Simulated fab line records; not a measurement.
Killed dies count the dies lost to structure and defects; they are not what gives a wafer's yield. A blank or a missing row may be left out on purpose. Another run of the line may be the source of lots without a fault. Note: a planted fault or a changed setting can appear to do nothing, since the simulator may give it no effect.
Matching of chambers | flow berkeley_cmos170 | rie_diel-04 running UCB170_SPACER_ETCHBACK_03: 4 sister chambers
The step etches SiO2 in CHF3/CF4/Ar, stops on Si, target depth 376 nm, time 100 s. 4 wafers are shown with their chamber, then 7 later ones without.

## WAFERS WITH THEIR CHAMBER
wafer  | chamber | throttle_valve_pct (%)
L491.5 | 1       | 6.51
L497.6 | 2       | 6.57
L501.3 | 0       | 6.32
L501.4 | 3       | 6.61

## WAFERS WHOSE CHAMBER IS MISSING
wafer  | throttle_valve_pct (%)
L501.5 | 6.62
L504.3 | 6.62
L504.4 | 6.52
L504.6 | 6.64
L508.1 | 6.60
L508.4 | 6.52
L508.5 | 6.33

## WHICH CHAMBER EACH ONE RAN IN
wafer  | from the rows above     | in truth
L501.5 | 3                       | 3
L504.3 | 3                       | 3
L504.4 | 1                       | 1
L504.6 | 3                       | 3
L508.1 | can't be placed: 3 or 2 | 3
L508.4 | 1                       | 1
L508.5 | 0                       | 0
Placed correctly: 6 of 7. Unplaceable from these rows: 1, with the true chamber sitting among the candidates in 1. Placed wrongly: 0.
How it was worked out, from the rows above alone: a wafer's distance from a chamber is the root of the sum, over the readings, of the square of ((its reading less the chamber's mean) divided by the reading's scatter). The wafer belongs to the nearest chamber; if the next one is less than 2 further off, it can't be placed. The mean given for a chamber averages the wafers shown for that chamber. The scatter (one wafer shown for each chamber): square how far every hidden wafer sits from the nearest shown wafer, average those squares and take the square root.
